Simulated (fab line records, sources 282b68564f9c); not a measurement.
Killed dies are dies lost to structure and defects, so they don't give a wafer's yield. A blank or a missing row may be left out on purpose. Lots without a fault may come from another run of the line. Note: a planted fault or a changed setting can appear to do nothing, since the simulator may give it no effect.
Struck lot and sound lot, side by side	flow rit-cmos	43 steps out of a route of 202
Sound: the wafers L755.2, L755.4, L755.5. Struck: wafers L754.2, L754.3, L754.5. Last of all comes the cause.
At each step with rows: each side's tool, then ch and its chambers, then its first start. Under that, the readings that differ: sound wafers	struck wafers	difference of the means	sigmas: that difference in standard deviations of wafers without a fault.
alike: a reading whose means differ by less than 2 such deviations, as well as words and numbers matching on both sides. not compared: withheld readings; readings where some wafer has no value; bounds like >300 that might hide an equal value; numbers whose values overlap and for which the record gives no deviation.
The two part at a step that has a row with sigmas, a row that says differs or no value, or rows on one side only. Non-overlapping numbers with no deviation appear without sigmas and do not part them. Lack of a reading on every wafer of one side parts them only where that side has two or more wafers.

first, 1 step without rows for these wafers: RIT_PRETRO_DEVELOP_05 (develop time 68 s).
RIT_PRETRO_OVL_MEAS_06:
  sound: overlay-01 at day 5 22:32; struck: overlay-01 at day 5 14:50
  alike: PRETRO_OVL
then, 2 steps without rows for these wafers: RIT_PRETRO_HARDBAKE_07 (time 120 s); RIT_PRETRO_IMPLANT_08.
RIT_PRETRO_STRIP_09: strips in O2, time 180 s.
  sound on plasma-asher-02 ch 0,1, day 5 22:58; struck on plasma-asher-01 ch 1, day 5 15:16
  alike: drypump-motor-current-A
  not compared: rf-hours-counter-h
RIT_PRETRO_TW_MEAS_10:
  sound: film-metro-01 at day 5 23:09; struck: film-metro-04 at day 5 15:26
  alike: PRETRO_TW
then, 5 steps without rows for these wafers: RIT_GATE_WET_ETCH_00 (etches SiO2 in BOE, target depth 56 nm, time 60 s); RIT_GATE_CLEAN_01 (cleans in SC1, time 600 s); RIT_GATE_CLEAN_02 (cleans in dHF, time 30 s); RIT_GATE_CLEAN_03 (cleans in SC2, time 600 s); RIT_GATE_CLEAN_04 (cleans in dHF, time 60 s).
RIT_FOX2_THK_MEAS_91:
  sound: film-metro-01 at day 5 23:50; struck: film-metro-04 at day 5 16:01
  alike: FIELD_OXIDE_LEFT_2_THK
RIT_GATE_OXIDATION_05: target thk 3 nm, ox time 270 s.
  sound on furnace-01 ch 0, day 6 09:15; struck on furnace-04 ch 0, day 5 19:34
then, 1 step without rows for these wafers: RIT_GATE_ANNEAL_06 (time 600 s).
RIT_GATE_THK_MEAS_07:
  sound: film-metro-01 at day 6 17:41; struck: film-metro-03 at day 6 01:59
  alike: GATE_OXIDE_THK
then, 1 step without rows for these wafers: RIT_GATE_CVD_08 (deposits poly-Si from SiH4, target thk 250 nm, time 2220 s).
RIT_GATE_THK_MEAS_09:
  sound: film-metro-04 at day 6 19:22; struck: film-metro-01 at day 6 03:40
  alike: GATE_POLY_THK
then, 6 steps without rows for these wafers: RIT_GATE_HMDS_10 (prime time 60 s); RIT_GATE_COAT_11 (resist thk 850 nm); RIT_GATE_SOFTBAKE_12 (time 60 s); RIT_GATE_EXPOSE_13 (exposes mask M6, target cd 150 nm); RIT_GATE_PEB_14; RIT_GATE_DEVELOP_15 (develop time 50 s).
RIT_GATE_CD_MEAS_16 targets a cd of 150 nm.
  sound: cd-sem-02 at day 6 20:25; struck: cd-sem-01 at day 6 04:42
  alike: cd-nm
RIT_GATE_OVL_MEAS_17:
  sound: overlay-02 at day 6 20:31; struck: overlay-02 at day 6 04:49
  alike: GATE_OVL
then, 1 step without rows for these wafers: RIT_GATE_HARDBAKE_18 (time 60 s).
RIT_GATE_ETCH_19: etches poly-Si in SF6/CHF3/O2, stops on SiO2, time 165 s, target depth 312.5 nm.
  sound on rie-si-01 ch 0,2, day 6 20:42; struck on rie-si-02 ch 0,1,3, day 6 04:59
  alike: drypump-motor-current-A, oes-product-au, rf-fwd-power-W, throttle-valve-pct
  not compared: rf-hours-counter-h
RIT_GATE_STRIP_20: strips in O2, time 180 s.
  sound on plasma-asher-03 ch 0, day 6 20:49; struck on plasma-asher-03 ch 0,1, day 6 05:06
  alike: drypump-motor-current-A
  not compared: rf-hours-counter-h
RIT_GATE_CD_MEAS_90 targets a cd of 150 nm.
  sound: cd-sem-02 at day 6 21:01; struck: cd-sem-02 at day 6 05:17
  alike: cd-nm
then, 4 steps without rows for these wafers: RIT_REOX_CLEAN_00 (cleans in SC1, time 600 s); RIT_REOX_CLEAN_01 (cleans in dHF, time 30 s); RIT_REOX_CLEAN_02 (cleans in SC2, time 600 s); RIT_REOX_OXIDATION_03 (target thk 25.2 nm, ox time 5580 s).
RIT_REOX_THK_MEAS_04:
  sound: film-metro-04 at day 7 04:01; struck: film-metro-03 at day 6 17:26
  alike: REOX_OXIDE_THK
then, 6 steps without rows for these wafers: RIT_NLDD_HMDS_00 (prime time 60 s); RIT_NLDD_COAT_01 (resist thk 1000 nm); RIT_NLDD_SOFTBAKE_02 (time 60 s); RIT_NLDD_EXPOSE_03 (exposes mask M7, target cd 40700 nm); RIT_NLDD_PEB_04; RIT_NLDD_DEVELOP_05 (develop time 50 s).
RIT_NLDD_OVL_MEAS_06:
  sound: overlay-01 at day 7 05:03; struck: overlay-02 at day 6 18:21
  alike: NLDD_OVL
then, 1 step without rows for these wafers: RIT_NLDD_HARDBAKE_07 (time 60 s).
RIT_M1_PROBE_99:
  sound: prober-02 at day 7 21:40; struck: prober-01 at day 7 09:59
reading	sound	struck	difference	sigmas
killed-at-front-end	13 10 5	129 141 128	+123	+40
killed-dies	13 10 5	129 141 128	+123	+40
killed-on-rim	5 1 2	39 35 34	+33	+22
  alike: killed-at-contacts, killed-open, killed-short

WHERE THEY PART
At RIT_M1_PROBE_99 and nowhere else, as far as this record goes.

WHY: what had been put in by the simulator
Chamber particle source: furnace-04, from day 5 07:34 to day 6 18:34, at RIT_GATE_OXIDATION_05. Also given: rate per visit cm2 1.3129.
